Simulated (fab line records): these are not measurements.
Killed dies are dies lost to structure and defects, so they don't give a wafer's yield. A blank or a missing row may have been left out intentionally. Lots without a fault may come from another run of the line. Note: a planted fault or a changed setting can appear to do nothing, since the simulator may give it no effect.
Matching of chambers | flow berkeley cmos170 | UCB170_V1_CMP_02 on cmp-01: 4 sister chambers
The step polishes SiO2. 16 wafers are shown with their chamber, then 8 later ones without.

EACH WAFER AND ITS CHAMBER
wafer  | chamber | motor current A (A) | retaining ring pressure frac
L857.3 | 3       | 15.1                | 1.004
L857.4 | 1       | 16.8                | 1.008
L857.5 | 1       | 16.8                | 1.001
L861.2 | 2       | 15.9                | 1.002
L861.3 | 1       | 16.5                | 0.998
L861.6 | 3       | 15.6                | 0.995
L860.3 | 2       | 15.4                | 0.989
L860.5 | 3       | 14.2                | 1.005
L860.6 | 2       | 15.4                | 0.991
L863.1 | 3       | 15.7                | 1.002
L863.4 | 2       | 15.8                | 1.008
L863.6 | 0       | 14.5                | 1.000
L867.3 | 3       | 15.4                | 1.000
L867.4 | 2       | 17.6                | 0.997
L867.6 | 2       | 16.0                | 1.001
L868.2 | 0       | 14.4                | 0.997

SIGNATURES (means of the wafers above)
reading                      | chamber 0 | chamber 1 | chamber 2 | chamber 3 | scatter within a chamber
motor current A              | 14.450    | 16.700    | 16.017    | 15.200    | 0.636
retaining ring pressure frac | 0.99850   | 1.00233   | 0.99800   | 1.00120   | 0.0056
Rule: for each reading, subtract the chamber's mean from the wafer's reading, divide by that reading's scatter and square the result; add these up over the readings and take the root, which gives the wafer's distance from the chamber. If the next closest chamber is less than 2 further off than the closest, the wafer can't be placed; otherwise it belongs to the closest. The scatter: the root of (the sum of the squares of (reading less its chamber's mean) over the shown wafers, divided by (wafers less chambers)).

WAFERS WHOSE CHAMBER IS MISSING
wafer  | motor current A (A) | retaining ring pressure frac
L868.3 | 17.2                | 1.007
L868.4 | 15.3                | 1.000
L866.4 | 16.8                | 1.008
L866.5 | 16.0                | 1.001
L866.6 | 15.7                | 1.007
L878.1 | 15.6                | 0.993
L878.5 | 15.3                | 0.997
L878.6 | 16.3                | 0.998

WHICH CHAMBER EACH ONE RAN IN
wafer  | from the rows above               | in truth
L868.3 | can't be placed: 1 or 2           | 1
L868.4 | can't be placed: 3 or 2 or 0 or 1 | 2
L866.4 | can't be placed: 1 or 2 or 3      | 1
L866.5 | can't be placed: 2 or 1 or 3 or 0 | 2
L866.6 | can't be placed: 3 or 2 or 1 or 0 | 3
L878.1 | can't be placed: 2 or 3 or 0 or 1 | 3
L878.5 | can't be placed: 3 or 2 or 0 or 1 | 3
L878.6 | can't be placed: 2 or 1 or 3      | 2
Correctly placed: 0 of 8. Unplaceable from these rows: 8, with the true chamber sitting among the candidates in 8. Number placed wrongly: 0.
